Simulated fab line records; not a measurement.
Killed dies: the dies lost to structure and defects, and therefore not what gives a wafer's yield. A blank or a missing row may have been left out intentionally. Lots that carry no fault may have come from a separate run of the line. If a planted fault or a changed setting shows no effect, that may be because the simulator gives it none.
The tool behind it: which one? + flow berkeley cmos170 + 14 lots with 42 wafers sampled at 5 steps, on a route of 331 steps

WHAT THE GAUGES READ, wafer by wafer
UCB170_WELLDRIVE_THK_MEAS_02.
| lot  | measured    | on            | WELLDRIVE_OXIDE_THK (nm) |
|------|-------------|---------------|--------------------------|
| L103 | day 3 20:01 | film metro-04 | 203 204 207              |
| L104 | day 3 20:01 | film metro-01 | 203 202 201              |
| L106 | day 4 01:45 | film metro-04 | 206 204 201              |
| L105 | day 4 01:46 | film metro-03 | 205 205 201              |
| L107 | day 4 06:30 | film metro-03 | 200 203 203              |
| L108 | day 4 17:43 | film metro-04 | 205 208 208              |
| L109 | day 4 22:29 | film metro-01 | 203 202 204              |
| L110 | day 5 03:47 | film metro-03 | 203 206 203              |
| L113 | day 5 22:56 | film metro-04 | 207 207 202              |
| L117 | day 6 14:26 | film metro-03 | 210 210 209              |
| L119 | day 6 18:54 | film metro-04 | 197 196 195              |
| L122 | day 7 02:26 | film metro-04 | 209 210 208              |
| L123 | day 7 17:44 | film metro-01 | 198 198 202              |
| L126 | day 8 08:56 | film metro-01 | 201 200 202              |

UCB170_FIELD_THK_MEAS_91.
| lot  | measured     | on            | FIELD_OXIDE_LEFT_2_THK (nm) |
|------|--------------|---------------|-----------------------------|
| L103 | day 5 22:20  | film metro-03 | 332 335 327                 |
| L104 | day 5 22:04  | film metro-03 | 331 332 339                 |
| L106 | day 5 21:43  | film metro-02 | 350 345 356                 |
| L105 | day 5 22:37  | film metro-03 | 341 341 346                 |
| L107 | day 6 10:56  | film metro-04 | 363 364 355                 |
| L108 | day 6 20:44  | film metro-02 | 361 355 363                 |
| L109 | day 6 20:31  | film metro-02 | 342 336 336                 |
| L110 | day 7 06:07  | film metro-02 | 334 347 339                 |
| L113 | day 7 18:23  | film metro-02 | 366 359 357                 |
| L117 | day 8 12:56  | film metro-04 | 351 360 363                 |
| L119 | day 8 18:26  | film metro-04 | 373 365 360                 |
| L122 | day 9 01:46  | film metro-04 | 369 368 366                 |
| L123 | day 9 23:31  | film metro-02 | 343 343 339                 |
| L126 | day 10 12:05 | film metro-04 | 383 376 375                 |

WHICH TOOL RAN EACH LOT (tool, then ch and the chambers of the sampled wafers, then the start)
| lot  | UCB170_PFIELD_STRIP_08              | UCB170_PVT_COAT_01                | UCB170_PVT_STRIP_08                  |
|------|-------------------------------------|-----------------------------------|--------------------------------------|
| L103 | plasma asher-01 ch 0,1, day 4 22:11 | litho track-02 ch 0, day 5 21:07  | plasma asher-04 ch 0,1, day 5 22:07  |
| L104 | plasma asher-04 ch 0,1, day 4 22:28 | litho track-04 ch 0, day 5 20:46  | plasma asher-01 ch 0,1, day 5 21:46  |
| L106 | plasma asher-03 ch 0,1, day 4 22:50 | litho track-03 ch 0, day 5 20:26  | plasma asher-02 ch 0,1, day 5 21:25  |
| L105 | plasma asher-04 ch 0,1, day 4 23:09 | litho track-04 ch 0, day 5 21:17  | plasma asher-02 ch 0,1, day 5 22:23  |
| L107 | plasma asher-04 ch 0,1, day 5 05:34 | litho track-02 ch 0, day 6 09:41  | plasma asher-04 ch 0,1, day 6 10:41  |
| L108 | plasma asher-03 ch 1, day 5 12:50   | litho track-03 ch 0, day 6 19:22  | plasma asher-04 ch 0,1, day 6 20:26  |
| L109 | plasma asher-04 ch 0,1, day 5 15:38 | litho track-02 ch 0, day 6 19:22  | plasma asher-04 ch 0,1, day 6 20:14  |
| L110 | plasma asher-01 ch 0,1, day 6 01:08 | litho track-03 ch 0, day 7 04:21  | plasma asher-04 ch 0,1, day 7 05:50  |
| L113 | plasma asher-03 ch 0,1, day 6 16:53 | litho track-03 ch 0, day 7 16:38  | plasma asher-04 ch 0,1, day 7 18:09  |
| L117 | plasma asher-01 ch 0,1, day 7 05:31 | litho track-02 ch 0, day 8 11:43  | plasma asher-02 ch 0,1, day 8 12:43  |
| L119 | plasma asher-03 ch 0,1, day 7 13:27 | litho track-02 ch 0, day 8 17:22  | plasma asher-01 ch 0,1, day 8 18:14  |
| L122 | plasma asher-03 ch 0,1, day 7 19:02 | litho track-02 ch 0, day 9 00:28  | plasma asher-04 ch 0,1, day 9 01:32  |
| L123 | plasma asher-03 ch 0,1, day 8 10:58 | litho track-04 ch 0, day 9 21:37  | plasma asher-04 ch 0,1, day 9 23:00  |
| L126 | plasma asher-01 ch 0,1, day 9 06:31 | litho track-04 ch 0, day 10 10:49 | plasma asher-02 ch 0,1, day 10 11:52 |
- UCB170_PFIELD_STRIP_08: strips in O2.
- UCB170_PVT_COAT_01: resist thk 900 nm.
- UCB170_PVT_STRIP_08: strips in O2.

AS READ BY THE TOOLS THEMSELVES (means over the sampled wafers that have a number; for cases with no such wafer, the mark the record gives instead)
UCB170_PFIELD_STRIP_08.
| lot  | tool            | drypump motor current A (A) | oes product au (a.u.) | strip time to endpoint s (s) |
|------|-----------------|-----------------------------|-----------------------|------------------------------|
| L103 | plasma asher-01 | 5.8                         | 0.731                 | 21.57                        |
| L104 | plasma asher-04 | 5.2                         | 0.731                 | 21.66                        |
| L106 | plasma asher-03 | 5.4                         | 0.733                 | 21.71                        |
| L105 | plasma asher-04 | 5.2                         | 0.734                 | 21.63                        |
| L107 | plasma asher-04 | 5.5                         | 0.735                 | 21.64                        |
| L108 | plasma asher-03 | 5.7                         | 0.736                 | 21.56                        |
| L109 | plasma asher-04 | 5.5                         | 0.739                 | 21.68                        |
| L110 | plasma asher-01 | 5.8                         | 0.733                 | 21.62                        |
| L113 | plasma asher-03 | 5.2                         | 0.736                 | 21.72                        |
| L117 | plasma asher-01 | 6.0                         | 0.741                 | 21.63                        |
| L119 | plasma asher-03 | 5.4                         | 0.735                 | 21.63                        |
| L122 | plasma asher-03 | 5.4                         | 0.739                 | 21.65                        |
| L123 | plasma asher-03 | 5.2                         | 0.736                 | 21.71                        |
| L126 | plasma asher-01 | 6.0                         | 0.731                 | 21.65                        |

UCB170_PVT_COAT_01.
| lot  | tool           | spin speed rpm (rpm) |
|------|----------------|----------------------|
| L103 | litho track-02 | 1499.9               |
| L104 | litho track-04 | 1500.5               |
| L106 | litho track-03 | 1501.0               |
| L105 | litho track-04 | 1499.8               |
| L107 | litho track-02 | 1500.2               |
| L108 | litho track-03 | 1500.7               |
| L109 | litho track-02 | 1499.3               |
| L110 | litho track-03 | 1928.5               |
| L113 | litho track-03 | 1929.3               |
| L117 | litho track-02 | 1499.2               |
| L119 | litho track-02 | 1500.0               |
| L122 | litho track-02 | 1500.8               |
| L123 | litho track-04 | 1500.0               |
| L126 | litho track-04 | 1500.2               |

UCB170_PVT_STRIP_08.
| lot  | tool            | drypump motor current A (A) | oes product au (a.u.) | strip time to endpoint s (s) |
|------|-----------------|-----------------------------|-----------------------|------------------------------|
| L103 | plasma asher-04 | 5.5                         | 0.733                 | 21.64                        |
| L104 | plasma asher-01 | 5.8                         | 0.735                 | 21.69                        |
| L106 | plasma asher-02 | 5.6                         | 0.738                 | 21.52                        |
| L105 | plasma asher-02 | 5.7                         | 0.735                 | 21.65                        |
| L107 | plasma asher-04 | 5.2                         | 0.732                 | 21.70                        |
| L108 | plasma asher-04 | 5.2                         | 0.728                 | 21.61                        |
| L109 | plasma asher-04 | 5.2                         | 0.733                 | 21.69                        |
| L110 | plasma asher-04 | 5.5                         | 0.735                 | 19.12                        |
| L113 | plasma asher-04 | 5.5                         | 0.732                 | 19.09                        |
| L117 | plasma asher-02 | 5.6                         | 0.733                 | 21.64                        |
| L119 | plasma asher-01 | 6.0                         | 0.734                 | 21.69                        |
| L122 | plasma asher-04 | 5.5                         | 0.735                 | 21.65                        |
| L123 | plasma asher-04 | 5.5                         | 0.734                 | 21.71                        |
| L126 | plasma asher-02 | 5.6                         | 0.737                 | 21.58                        |

THE ANSWER, worked out from the rows above alone
Rule: the lots themselves supply what counts as usual. The widest of any qualifying gaps counts: lots, ordered by their means at a reading, are off when they make up no more than a third of the lots, leave a main group of 4 or more, and stand apart from it by 3 or more times the standard deviation of that group's means. The tables above print the reading to a certain number of digits; a main group whose means all agree to those digits is not used. A lot without any number at a reading at which 4 lots or more have one is off too. Any other lot the step has rows for is counted as sound. After the gauges, taken in route order, come the tools' own readings; for these a lot's mean is taken, as printed above. The first step at which some lot is off is used, and at that step the reading that is off furthest; a lot without a number counts as furthest.
Off, at UCB170_PVT_COAT_01 on spin speed rpm: L110, L113. The main group has a mean of 1500.1 rpm with a standard deviation of 0.53.
If a tool, at that step or one of the process steps before it, ran each lot that is off and ran no sound lot following the first of them, it fits. One candidate fits, namely litho track-03 at UCB170_PVT_COAT_01. A fault onset in the window from L108 (day 6 19:22, its last sound lot) to L110 (day 7 04:21, its first lot off) fits.
The tool's own readings at UCB170_PVT_COAT_01 bear it out: on the lots that are off they differ by more than 5 times the standard deviation of the sound lots' means. spin speed rpm reads 1928.9 rpm there against 1500.1 rpm on the sound lots.

WHAT THE SIMULATOR HAD INSERTED
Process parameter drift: litho track-03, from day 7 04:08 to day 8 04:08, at UCB170_PVT_COAT_01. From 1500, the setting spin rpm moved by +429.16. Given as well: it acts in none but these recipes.
Lots struck among those shown: L110, L113. Same finding as the rule above.
